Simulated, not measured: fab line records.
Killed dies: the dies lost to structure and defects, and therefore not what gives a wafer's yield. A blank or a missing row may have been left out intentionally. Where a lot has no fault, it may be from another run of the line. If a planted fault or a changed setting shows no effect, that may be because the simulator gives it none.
fab line records | flow rit-cmos | part 1 of 2: steps 1 to 30 of 31
[record] lots = 5 wafers = 23
route steps=202 shown ACTIVE@2 FOX1@20 FOX2@23 NWELL@29 PWELL@47 NRETRO@61 PRETRO@72 GATE@91 NSD@139 PSD@143 SILICIDE@162 M1@202
start-h: hours from the record's opening day to when the first of the lot's shown wafers began | wait-h: hours from the lot's prior step to this one | " same as the row above | L1.1+2: a row that stands for several wafers | - no value present, or no start provided | * or withheld: withheld | < > ~ a bound
route shown NAME@n: NAME is a module with steps in the file, n the number in the route of the first one | usual: mean/standard deviation of fault-free wafers | same: alike in all rows | chamber/n: place in a boat | sites: the reading at each site | _std_site: standard deviation of those values | _edge_site: the outer-site mean with the inner-site mean subtracted | radius-mm: how far each site lies from the wafer's centre | mask NAME#n: copy n | behind: the tool/chamber that last shaped the wafer | hold: why the lot was held/for how many hours/how that ended | device: which transistor (n, p or np) failed to switch | end of line: the same wafers' tests at the end of the route | a step given without rows: its recipe and nothing more | killed: count of dies lost to structure and defects at first sort (not the wafer's yield) | map: dies across one wafer; x = killed, . = not, _ = none there
set.NAME: setting as actually run; set.NAME@STEP: the setting as run at that earlier step | model.NAME: the simulator's own value behind a step, which no gauge read
lots with deliberately changed settings; one table per step, one row per wafer
[[steps]]
[step RIT_ACTIVE_OXIDATION_01]
[recipe] temp-c = 1000 ambient = O2 target-thk-a = 468 ox-time-s = 3360
// columns lot.wafer tool chamber start-h wait-h set.temp-c model.SiO2_of_ACTIVE_OXIDATION_01.thk-nm
L075.1 - - - 1.5 970.9 36.53
L075.2 " - " " 970.9 35.95
L075.3 " - " " 970.9 35.9
L075.5 " - " " 970.9 36.11
L075.6 " - " " 970.9 36.77
L077.1 - - - 0.2 978.2 38.14
L077.2 " - " " 978.2 37.54
L077.3 " - " " 978.2 37.91
L077.4 " - " " 978.2 37.61
L077.6 " - " " 978.2 37.3
L079.1 - - - 0.8 1016 53.78
L079.3 " - " " 1016 53.04
L079.4 " - " " 1016 53.11
L079.5 " - " " 1016 54.71
L079.6 " - " " 1016 53.97
L082.1 - - - 0.3 976.9 37.33
L082.2 " - " " 976.9 37.34
L082.3 " - " " 976.9 37.39
L082.5 " - " " 976.9 37.76
L082.6 " - " " 976.9 37.94
L083.3 furnace-03 0 55.19 0.1 1000 47.02
L083.5 " 0 " " 1000 46.59
L083.6 " 0 " " 1000 45.49
[step RIT_ACTIVE_THK_MEAS_02]
[recipe] reads = SiO2_of_ACTIVE_OXIDATION_01
[usual] ACTIVE_OXIDE_THK = 46.8/0.68
// columns lot.wafer tool chamber start-h wait-h set.temp-c@ACTIVE_OXIDATION_01 ACTIVE_OXIDE_THK[nm]
L075.1 film-metro-01 - - - 970.9 36.5
L075.2 " - " " 970.9 35.9
L075.3 " - " " 970.9 36.0
L075.5 " - " " 970.9 36.1
L075.6 " - " " 970.9 36.8
L077.1 film-metro-04 - - - 978.2 38.2
L077.2 " - " " 978.2 37.5
L077.3 " - " " 978.2 37.9
L077.4 " - " " 978.2 37.6
L077.6 " - " " 978.2 37.3
L079.1 film-metro-02 - - - 1016 53.7
L079.3 " - " " 1016 53.1
L079.4 " - " " 1016 53.1
L079.5 " - " " 1016 54.7
L079.6 " - " " 1016 54.0
L082.1 film-metro-02 - - - 976.9 37.3
L082.2 " - " " 976.9 37.4
L082.3 " - " " 976.9 37.3
L082.5 " - " " 976.9 37.7
L082.6 " - " " 976.9 37.9
L083.3 film-metro-04 - 57.14 0.0 1000 47.0
L083.5 " - " " 1000 46.6
L083.6 " - " " 1000 45.5
[step RIT_ACTIVE_COAT_06]
[recipe] resist = NOVOLAK spin-rpm = 3250 resist-thk-nm = 1000
// columns lot.wafer tool chamber start-h wait-h set.spin-rpm model.NOVOLAK_of_ACTIVE_COAT_06.thk-nm
L075.1 litho-track-03 0 20.16 0.1 3066 1033
L075.2+3+5 " 0 " " 3250 1000
L075.6 " 0 " " 3066 1029
L077.1 litho-track-03 0 28.88 0.1 3250 997.7
L077.2 " 0 " " 3150 1014
L077.3 " 0 " " 3150 1015
L077.4 " 0 " " 3150 1017
L077.6 " 0 " " 3250 1001
L079.1+5 litho-track-04 0 39.48 0.1 3250 1004
L079.3 " 0 " " 3406 981
L079.4 " 0 " " 3250 1002
L079.6 " 0 " " 3406 980.1
L082.1 litho-track-03 0 53.95 0.1 3368 980.8
L082.2 " 0 " " 3250 1001
L082.3+5 " 0 " " 3250 1000
L082.6 " 0 " " 3368 983.6
L083.3 litho-track-04 0 58.99 0.1 3250 994.4
L083.5 " 0 " " 3250 991.7
L083.6 " 0 " " 3250 995.8
[step RIT_FOX1_OXIDATION_00]
[recipe] temp-c = 1100 ambient = H2O target-thk-a = 3507 p-h2o-torr = 720 ox-time-s = 1130
// columns lot.wafer tool chamber start-h wait-h set.ox-time-s model.SiO2_of_FOX1_OXIDATION_00.thk-nm
L075.1 - - - 0.7 1066 338.8
L075.2 " - " " 1066 342.3
L075.3 " - " " 1066 336.9
L075.5 " - " " 1066 332.1
L075.6 " - " " 1066 334.4
L077.1 - - - 2.4 961.2 318.9
L077.2 " - " " 961.2 321.4
L077.3 " - " " 961.2 318.5
L077.4 " - " " 961.2 326.1
L077.6 " - " " 961.2 321.2
L079.1 - - - 0.7 1291 369.8
L079.3 " - " " 1291 369.5
L079.4 " - " " 1291 373.7
L079.5 " - " " 1291 369.1
L079.6 " - " " 1291 363.9
L082.1 - - - 0.4 1130 346.2
L082.2 " - " " 1130 339
L082.3 " - " " 1130 345.4
L082.5 " - " " 1130 347.9
L082.6 " - " " 1130 343.8
L083.3 furnace-01 0 62.65 1.9 1130 355
L083.5 " 0 " " 1130 342.1
L083.6 " 0 " " 1130 343.9
[step RIT_FOX1_THK_MEAS_01]
[recipe] reads = SiO2_of_FOX1_OXIDATION_00
[usual] FOX1_OXIDE_THK = 352/7.4
// columns lot.wafer tool chamber start-h wait-h set.ox-time-s@FOX1_OXIDATION_00 FOX1_OXIDE_THK[nm]
L075.1 film-metro-02 - - - 1066 339
L075.2 " - " " 1066 342
L075.3 " - " " 1066 337
L075.5 " - " " 1066 332
L075.6 " - " " 1066 334
L077.1 film-metro-04 - - - 961.2 319
L077.2 " - " " 961.2 321
L077.3 " - " " 961.2 319
L077.4 " - " " 961.2 326
L077.6 " - " " 961.2 321
L079.1 film-metro-03 - - - 1291 370
L079.3 " - " " 1291 370
L079.4 " - " " 1291 374
L079.5 " - " " 1291 369
L079.6 " - " " 1291 364
L082.1 film-metro-03 - - - 1130 346
L082.2 " - " " 1130 339
L082.3 " - " " 1130 345
L082.5 " - " " 1130 348
L082.6 " - " " 1130 344
L083.3 film-metro-02 - 63.99 0.0 1130 355
L083.5 " - " " 1130 342
L083.6 " - " " 1130 344
[step RIT_FOX1_WET_ETCH_02]
[recipe] chemistry = BOE target-depth-nm = 350 time-s = 390 temp-c = 21.5 dry = n2-spin dilution = 10:1 target = SiO2
[step RIT_FOX2_OXIDATION_00]
[recipe] temp-c = 1100 ambient = H2O target-thk-a = 3507 p-h2o-torr = 720 ox-time-s = 1130
[step RIT_FOX2_CLEAN_02]
[recipe] chemistry = dHF dilution = 50:1 time-s = 180
[step RIT_FOX2_WET_ETCH_03]
[recipe] chemistry = H3PO4 target = Si3N4 target-depth-nm = 195 temp-c = 165 time-s = 2700
// columns lot.wafer tool chamber start-h wait-h set.temp-c@ACTIVE_OXIDATION_01 model.SiO2_of_ACTIVE_OXIDATION_01.thk-nm
L075.1 wet-bench-01 1 25.60 0.0 970.9 31.81
L075.2 " 1 " " 970.9 31.91
L075.3 " 1 " " 970.9 31.84
L075.5 " 1 " " 970.9 31.46
L075.6 " 1 " " 970.9 32.62
L077.1 wet-bench-01 1 36.88 0.0 978.2 33.79
L077.2 " 1 " " 978.2 33.28
L077.3 " 1 " " 978.2 33.05
L077.4 " 1 " " 978.2 33.34
L077.6 " 1 " " 978.2 33.07
L079.1 wet-bench-01 0 44.98 0.0 1016 45.33
L079.3 " 0 " " 1016 47.07
L079.4 " 0 " " 1016 47.14
L079.5 " 0 " " 1016 46.15
L079.6 " 0 " " 1016 47.87
L082.1+3 wet-bench-03 3 59.14 0.0 976.9 33.15
L082.2 " 3 " " 976.9 32.57
L082.5 " 3 " " 976.9 33.49
L082.6 " 3 " " 976.9 33.09
L083.3 wet-bench-01 2 68.44 0.0 1000 41.4
L083.5 " 2 " " 1000 41.61
L083.6 " 2 " " 1000 40.04
[step RIT_NWELL_COAT_01]
[recipe] resist = NOVOLAK spin-rpm = 2000 resist-thk-nm = 1300
// columns lot.wafer tool chamber start-h wait-h set.spin-rpm model.NOVOLAK_of_NWELL_COAT_01.thk-nm
L075.1+2 litho-track-01 0 26.57 0.1 2000 1302
L075.3+5 " 0 " " 2000 1303
L075.6 " 0 " " 2000 1300
L077.1+6 litho-track-01 0 37.84 0.1 2000 1303
L077.2 " 0 " " 2000 1302
L077.3 " 0 " " 2000 1300
L077.4 " 0 " " 2000 1304
L079.1 litho-track-02 0 46.01 0.1 2000 1301
L079.3 " 0 " " 2117 1269
L079.4 " 0 " " 2000 1303
L079.5 " 0 " " 2117 1266
L079.6 " 0 " " 2117 1265
L082.1 litho-track-01 0 60.11 0.1 2000 1303
L082.2 " 0 " " 2000 1305
L082.3 " 0 " " 1951 1320
L082.5 " 0 " " 2000 1304
L082.6 " 0 " " 1951 1319
L083.3 litho-track-02 0 69.46 0.1 2000 1306
L083.5 " 0 " " 2000 1303
L083.6 " 0 " " 2000 1302
[step RIT_NWELL_SOFTBAKE_02]
[recipe] resist = NOVOLAK temp-c = 90 time-s = 60
[step RIT_NWELL_EXPOSE_03]
[recipe] mask-id = M2 na = 0.57 target-cd-nm = 43900 dose-mj = 250
[step RIT_NWELL_DEVELOP_05]
[recipe] resist = NOVOLAK develop-time-s = 68 dev-temp-c = 23
[step RIT_NWELL_HARDBAKE_07]
[recipe] resist = NOVOLAK temp-c = 140 time-s = 120
// columns lot.wafer tool chamber start-h wait-h set.spin-rpm@NWELL_COAT_01 model.NOVOLAK_of_NWELL_COAT_01.thk-nm
L075.1 litho-track-03 0 27.46 0.0 2000 1139
L075.2 " 0 " " 2000 1138
L075.3+5 " 0 " " 2000 1140
L075.6 " 0 " " 2000 1137
L077.1+4+6 litho-track-03 0 38.86 0.1 2000 1140
L077.2 " 0 " " 2000 1139
L077.3 " 0 " " 2000 1137
L079.1 litho-track-02 0 46.78 0.0 2000 1138
L079.3 " 0 " " 2117 1110
L079.4 " 0 " " 2000 1139
L079.5 " 0 " " 2117 1108
L079.6 " 0 " " 2117 1106
L082.1+5 litho-track-03 0 60.88 0.0 2000 1140
L082.2 " 0 " " 2000 1141
L082.3 " 0 " " 1951 1154
L082.6 " 0 " " 1951 1153
L083.3 litho-track-02 0 70.47 0.1 2000 1142
L083.5+6 " 0 " " 2000 1139
[step RIT_NWELL_IMPLANT_08]
[recipe] species = P energy-kev = 170 dose-cm2 = 5e+13 tilt-deg = 7
// columns lot.wafer tool chamber start-h wait-h set.energy-kev model.implant.rp-nm model.implant.drp-nm
L075.1+2+5 implanter-01 0 27.71 0.2 172.7 218.1 69.64
L075.3+6 " 0 " " 170 214.6 68.82
L077.1+3 implanter-02 0 39.11 0.2 170 211.3 68.82
L077.2+4+6 " 0 " " 162.2 201.4 66.49
L079.1+3+4+5+6 implanter-03 0 47.03 0.2 170 214.5 68.82
L082.1+2+3 implanter-01 0 61.13 0.2 180.2 217.2 71.89
L082.5+6 " 0 " " 170 204.6 68.82
L083.3+5+6 implanter-01 0 70.69 0.2 170 219.2 68.82
[step RIT_PWELL_IMPLANT_08]
[recipe] species = B energy-kev = 170 dose-cm2 = 7e+13 tilt-deg = 7
// columns lot.wafer tool chamber start-h wait-h set.energy-kev model.implant.drp-nm
L075.1+2+3+5+6 implanter-04 0 29.26 0.2 170 102.9
L077.1+4 implanter-01 0 40.69 0.2 166.5 102.2
L077.2+3+6 " 0 " " 170 102.9
L079.1+3+5 implanter-02 0 48.58 0.2 170 102.9
L079.4+6 " 0 " " 176.2 103.9
L082.1+2+3+5+6 implanter-01 0 62.68 0.2 170 102.9
L083.3+5+6 implanter-01 0 72.24 0.2 170 102.9
[step RIT_NRETRO_IMPLANT_08]
[recipe] species = P energy-kev = 70 dose-cm2 = 1e+13 tilt-deg = 7
// columns lot.wafer tool chamber start-h wait-h set.dose-cm2
L075.1+2+3+5+6 implanter-04 0 37.26 0.2 1e+13
L077.1+6 implanter-04 0 48.21 0.2 9.642e+12
L077.2+3+4 " 0 " " 1e+13
L079.1+4+6 implanter-03 0 56.06 0.2 1e+13
L079.3+5 " 0 " " 1.063e+13
L082.1+5+6 implanter-04 0 69.55 0.2 1.058e+13
L082.2+3 " 0 " " 1e+13
L083.3+5+6 implanter-02 0 79.14 0.2 1e+13
[step RIT_NRETRO_STRIP_09]
[recipe] chemistry = O2 time-s = 180 resist = NOVOLAK platen-temp-c = withheld power-w = 500 pressure-mtorr = 4000 o2-flow-sccm = 4000
[step RIT_NRETRO_TW_MEAS_10]
[usual] NRETRO_TW = 1051/7.4
// columns lot.wafer tool chamber start-h wait-h set.dose-cm2@NRETRO_IMPLANT_08 NRETRO_TW
L075.1 film-metro-01 - 37.59 0.1 1e+13 1037
L075.2 " - " " 1e+13 1038
L075.3 " - " " 1e+13 1038
L075.5 " - " " 1e+13 1042
L075.6 " - " " 1e+13 1035
L077.1 film-metro-04 - 48.54 0.1 9.642e+12 1042
L077.2 " - " " 1e+13 1056
L077.3 " - " " 1e+13 1054
L077.4 " - " " 1e+13 1056
L077.6 " - " " 9.642e+12 1048
L079.1 film-metro-02 - 56.38 0.1 1e+13 1062
L079.3 " - " " 1.063e+13 1077
L079.4 " - " " 1e+13 1057
L079.5 " - " " 1.063e+13 1081
L079.6 " - " " 1e+13 1063
L082.1 film-metro-04 - 69.88 0.1 1.058e+13 1069
L082.2 " - " " 1e+13 1051
L082.3 " - " " 1e+13 1056
L082.5 " - " " 1.058e+13 1069
L082.6 " - " " 1.058e+13 1068
L083.3 film-metro-04 - 79.44 0.1 1e+13 1061
L083.5 " - " " 1e+13 1056
L083.6 " - " " 1e+13 1058
[step RIT_PRETRO_IMPLANT_08]
[recipe] species = B energy-kev = 45 dose-cm2 = 1.2e+13 tilt-deg = 7
// columns lot.wafer tool chamber start-h wait-h set.energy-kev model.implant.drp-nm
L075.1+2+3+5+6 implanter-01 0 38.81 0.2 45 55.07
L077.1+3 implanter-04 0 49.89 0.2 43.66 54.09
L077.2+4+6 " 0 " " 45 55.07
L079.1+3+4+5+6 implanter-03 0 57.68 0.2 45 55.07
L082.1+3+6 implanter-04 0 71.23 0.2 45.87 55.7
L082.2+5 " 0 " " 45 55.07
L083.3+5+6 implanter-01 0 80.82 0.2 45 55.07
[step RIT_GATE_DEVELOP_15]
[recipe] resist = NOVOLAK develop-time-s = 50 dev-temp-c = 23
// columns lot.wafer tool chamber start-h wait-h set.develop-time-s
L075.1+2+3+5+6 litho-track-03 0 - - 50
L077.1+2+6 litho-track-01 0 - - 56.31
L077.3+4 " 0 " " 50
L079.1+5 litho-track-01 0 - - 50
L079.3+4+6 " 0 " " 47.22
L082.1+2+3+5+6 litho-track-03 0 - - 50
L083.3+5+6 litho-track-01 0 - - 50
[step RIT_NSD_IMPLANT_08]
[recipe] species = P energy-kev = 25 dose-cm2 = 1e+15 tilt-deg = 7
// columns lot.wafer tool chamber start-h wait-h set.energy-kev model.implant.drp-nm
L075.1+2+3+5+6 implanter-04 0 57.06 0.1 25 14.84
L077.1+3+4 implanter-03 0 66.23 0.1 25 14.84
L077.2+6 " 0 " " 24.25 14.57
L079.1+3+4+5+6 implanter-04 0 77.41 0.1 25 14.84
L082.1+5 implanter-02 0 87.53 0.1 25 14.84
L082.2+3+6 " 0 " " 25.69 15.08
L083.3+5+6 implanter-03 0 98.99 0.1 25 14.84
[step RIT_PSD_COAT_01]
[recipe] resist = NOVOLAK spin-rpm = 3250 resist-thk-nm = 1000
// columns lot.wafer tool chamber start-h wait-h set.spin-rpm model.NOVOLAK_of_PSD_COAT_01.thk-nm
L075.1 litho-track-01 0 57.68 0.1 3250 1003
L075.2 " 0 " " 3179 1009
L075.3 " 0 " " 3179 1010
L075.5 " 0 " " 3250 997.6
L075.6 " 0 " " 3250 1001
L077.1 litho-track-03 0 66.76 0.1 3142 1011
L077.2 " 0 " " 3142 1014
L077.3 " 0 " " 3250 997.5
L077.4 " 0 " " 3250 993.7
L077.6 " 0 " " 3142 1012
L079.1 litho-track-03 0 77.95 0.1 3377 982.4
L079.3 " 0 " " 3250 1001
L079.4 " 0 " " 3250 996.1
L079.5 " 0 " " 3250 1000
L079.6 " 0 " " 3377 980.9
L082.1+6 litho-track-02 0 88.06 0.1 3250 1002
L082.2+3 " 0 " " 3250 1003
L082.5 " 0 " " 3250 1004
L083.3 litho-track-02 0 99.52 0.1 3250 1000
L083.5 " 0 " " 3250 998.1
L083.6 " 0 " " 3250 1001
[step RIT_PSD_SOFTBAKE_02]
[recipe] resist = NOVOLAK temp-c = 90 time-s = 60
[step RIT_PSD_EXPOSE_03]
[recipe] mask-id = M10 na = 0.57 target-cd-nm = 40900 dose-mj = 250
[step RIT_PSD_DEVELOP_05]
[recipe] resist = NOVOLAK develop-time-s = 50 dev-temp-c = 23
[step RIT_PSD_HARDBAKE_07]
[recipe] resist = NOVOLAK temp-c = 140 time-s = 60
// columns lot.wafer tool chamber start-h wait-h set.spin-rpm@PSD_COAT_01 model.NOVOLAK_of_PSD_COAT_01.thk-nm
L075.1 litho-track-01 0 58.42 0.0 3250 886.3
L075.2 " 0 " " 3179 891.8
L075.3 " 0 " " 3179 892.6
L075.5 " 0 " " 3250 881.7
L075.6 " 0 " " 3250 884.3
L077.1 litho-track-02 0 67.50 0.0 3142 893.1
L077.2 " 0 " " 3142 895.6
L077.3 " 0 " " 3250 881.5
L077.4 " 0 " " 3250 878.3
L077.6 " 0 " " 3142 894.1
L079.1 litho-track-01 0 78.81 0.0 3377 868.4
L079.3 " 0 " " 3250 884.6
L079.4 " 0 " " 3250 880.3
L079.5 " 0 " " 3250 884.2
L079.6 " 0 " " 3377 867
L082.1 litho-track-01 0 88.92 0.0 3250 885.5
L082.2 " 0 " " 3250 886.6
L082.3 " 0 " " 3250 886.3
L082.5 " 0 " " 3250 887.1
L082.6 " 0 " " 3250 885.9
L083.3 litho-track-02 0 100.38 0.1 3250 883.9
L083.5 " 0 " " 3250 882.1
L083.6 " 0 " " 3250 884.8
[step RIT_SILICIDE_SPUTTER_01]
[recipe] material = Ti target-thk-nm = 30 power-w = 350 chamber-pressure-pa = 0.667 gas = Ar time-s = 240 substrate-temp-c = 25
// columns lot.wafer tool chamber start-h wait-h set.power-w model.Ti_of_SILICIDE_SPUTTER_01.thk-nm
L075.1 pvd-sputter-04 - 59.87 0.0 366.5 32.04
L075.2 " - " " 366.5 31.87
L075.3 " - " " 366.5 31.67
L075.5 " - " " 350 30.19
L075.6 " - " " 350 30.34
L077.1 pvd-sputter-04 - 68.95 0.0 350 29.53
L077.2 " - " " 350 29.85
L077.3 " - " " 350 29.78
L077.4 " - " " 350 29.55
L077.6 " - " " 350 29.44
L079.1 pvd-sputter-04 - 80.30 0.0 387.5 33.08
L079.3 " - " " 387.5 33.36
L079.4 " - " " 387.5 33.05
L079.5 " - " " 350 29.89
L079.6 " - " " 350 29.9
L082.1 pvd-sputter-03 - 90.39 0.0 386.4 33.28
L082.2 " - " " 350 30.37
L082.3 " - " " 386.4 33.25
L082.5 " - " " 350 30.45
L082.6 " - " " 350 30.17
L083.3 pvd-sputter-04 - 101.78 0.0 350 30.51
L083.5 " - " " 350 30.69
L083.6 " - " " 350 30.54
[step RIT_SILICIDE_RS_MEAS_02]
[recipe] thk-meas-gauge = four-point-probe reads = Ti_of_SILICIDE_SPUTTER_01
[usual] SILICIDE_TI_RS = 47.5/0.65
// columns lot.wafer tool chamber start-h wait-h set.power-w@SILICIDE_SPUTTER_01 SILICIDE_TI_RS[ohm/sq]
L075.1 film-metro-03 - 60.02 0.1 366.5 44.1
L075.2 " - " " 366.5 44.4
L075.3 " - " " 366.5 44.7
L075.5 " - " " 350 47.5
L075.6 " - " " 350 47.2
L077.1 film-metro-03 - 69.10 0.1 350 48.9
L077.2 " - " " 350 48.1
L077.3 " - " " 350 48.3
L077.4 " - " " 350 48.7
L077.6 " - " " 350 48.9
L079.1 film-metro-03 - 80.45 0.1 387.5 42.4
L079.3 " - " " 387.5 41.9
L079.4 " - " " 387.5 42.4
L079.5 " - " " 350 48.1
L079.6 " - " " 350 48.0
L082.1 film-metro-01 - 90.54 0.1 386.4 42.0
L082.2 " - " " 350 47.1
L082.3 " - " " 386.4 42.1
L082.5 " - " " 350 47.0
L082.6 " - " " 350 47.4
L083.3 film-metro-01 - 101.97 0.1 350 46.9
L083.5 " - " " 350 46.5
L083.6 " - " " 350 46.8
[step RIT_SILICIDE_THK_MEAS_03]
[recipe] thk-meas-gauge = xrf reads = Ti_of_SILICIDE_SPUTTER_01
[usual] SILICIDE_TI_THK = 30.2/0.42
// columns lot.wafer tool chamber start-h wait-h set.power-w@SILICIDE_SPUTTER_01 SILICIDE_TI_THK[nm]
L075.1 film-metro-03 - 60.14 0.1 366.5 32.3
L075.2 " - " " 366.5 32.1
L075.3 " - " " 366.5 31.9
L075.5 " - " " 350 30.4
L075.6 " - " " 350 30.6
L077.1 film-metro-03 - 69.22 0.1 350 29.9
L077.2 " - " " 350 30.2
L077.3 " - " " 350 30.0
L077.4 " - " " 350 29.8
L077.6 " - " " 350 29.7
L079.1 film-metro-03 - 80.57 0.1 387.5 33.1
L079.3 " - " " 387.5 33.5
L079.4 " - " " 387.5 33.1
L079.5 " - " " 350 30.0
L079.6 " - " " 350 30.1
L082.1 film-metro-01 - 90.66 0.1 386.4 33.3
L082.2 " - " " 350 30.4
L082.3 " - " " 386.4 33.2
L082.5 " - " " 350 30.5
L082.6 " - " " 350 30.2
L083.3 film-metro-01 - 102.07 0.1 350 30.6
L083.5 " - " " 350 30.9
L083.6 " - " " 350 30.8
[[key]]
[split] step = RIT_ACTIVE_OXIDATION_01 setting = temp-c stated = 1000 by = lot
[response] step = RIT_ACTIVE_OXIDATION_01 reading = model.SiO2_of_ACTIVE_OXIDATION_01.thk-nm change = +3.98 per = 1% r = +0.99
[response] step = RIT_ACTIVE_THK_MEAS_02 reading = ACTIVE_OXIDE_THK change = +3.98 per = 1% r = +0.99
[response] step = RIT_FOX2_WET_ETCH_03 reading = model.SiO2_of_ACTIVE_OXIDATION_01.thk-nm change = +3.38 per = 1% r = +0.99
[response] step = RIT_M1_PROBE_99 reading = model.etest.pldd.width-nm change = -49.1 per = 1% r = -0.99
[response] step = RIT_M1_PROBE_99 reading = model.etest.nldd.width-nm change = -45.9 per = 1% r = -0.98
[response] step = RIT_M1_PROBE_99 reading = model.etest.pplus-sal.width-nm change = -33 per = 1% r = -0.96
[split] step = RIT_ACTIVE_COAT_06 setting = spin-rpm stated = 3250 by = wafer
[response] step = RIT_ACTIVE_COAT_06 reading = model.NOVOLAK_of_ACTIVE_COAT_06.thk-nm change = -5.13 per = 1% r = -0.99
[split] step = RIT_FOX1_OXIDATION_00 setting = ox-time-s stated = 1130 by = lot
[response] step = RIT_FOX1_OXIDATION_00 reading = model.SiO2_of_FOX1_OXIDATION_00.thk-nm change = +1.64 per = 1% r = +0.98
[response] step = RIT_FOX1_THK_MEAS_01 reading = FOX1_OXIDE_THK change = +1.64 per = 1% r = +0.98
[split] step = RIT_NWELL_COAT_01 setting = spin-rpm stated = 2000 by = wafer
[response] step = RIT_NWELL_COAT_01 reading = model.NOVOLAK_of_NWELL_COAT_01.thk-nm change = -6.08 per = 1% r = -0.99
[response] step = RIT_NWELL_HARDBAKE_07 reading = model.NOVOLAK_of_NWELL_COAT_01.thk-nm change = -5.24 per = 1% r = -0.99
[split] step = RIT_NWELL_IMPLANT_08 setting = energy-kev stated = 170 by = wafer
[response] step = RIT_NWELL_IMPLANT_08 reading = model.implant.rp-nm change = +2.13 per = 1% r = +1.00
[response] step = RIT_NWELL_IMPLANT_08 reading = model.implant.drp-nm change = +0.51 per = 1% r = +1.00
[split] step = RIT_PWELL_IMPLANT_08 setting = energy-kev stated = 170 by = wafer
[response] step = RIT_PWELL_IMPLANT_08 reading = model.implant.drp-nm change = +0.288 per = 1% r = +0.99
[split] step = RIT_NRETRO_IMPLANT_08 setting = dose-cm2 stated = 1e+13 by = wafer
[response] step = RIT_NRETRO_TW_MEAS_10 reading = NRETRO_TW change = +2.76 per = 1% r = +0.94
[split] step = RIT_PRETRO_IMPLANT_08 setting = energy-kev stated = 45 by = wafer
[response] step = RIT_PRETRO_IMPLANT_08 reading = model.implant.drp-nm change = +0.329 per = 1% r = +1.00
[split] step = RIT_GATE_DEVELOP_15 setting = develop-time-s stated = 50 by = wafer
[response] step = RIT_M1_PROBE_99 reading = model.etest.pmos_0p3.r-on-ohm-um change = -43.1 per = 1% r = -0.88
[response] step = RIT_M1_PROBE_99 reading = model.etest.pmos_0p15.r-on-ohm-um change = -43 per = 1% r = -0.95
[response] step = RIT_M1_PROBE_99 reading = model.etest.nmos_0p3.r-on-ohm-um change = -12.8 per = 1% r = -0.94
[split] step = RIT_NSD_IMPLANT_08 setting = energy-kev stated = 25 by = wafer
[response] step = RIT_NSD_IMPLANT_08 reading = model.implant.drp-nm change = +0.0896 per = 1% r = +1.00
[split] step = RIT_PSD_COAT_01 setting = spin-rpm stated = 3250 by = wafer
[response] step = RIT_PSD_COAT_01 reading = model.NOVOLAK_of_PSD_COAT_01.thk-nm change = -4.6 per = 1% r = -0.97
[response] step = RIT_PSD_HARDBAKE_07 reading = model.NOVOLAK_of_PSD_COAT_01.thk-nm change = -4.03 per = 1% r = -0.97
[split] step = RIT_SILICIDE_SPUTTER_01 setting = power-w stated = 350 by = wafer
[response] step = RIT_SILICIDE_SPUTTER_01 reading = model.Ti_of_SILICIDE_SPUTTER_01.thk-nm change = +0.298 per = 1% r = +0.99
[response] step = RIT_SILICIDE_RS_MEAS_02 reading = SILICIDE_TI_RS change = -0.529 per = 1% r = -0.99
[response] step = RIT_SILICIDE_THK_MEAS_03 reading = SILICIDE_TI_THK change = +0.293 per = 1% r = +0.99
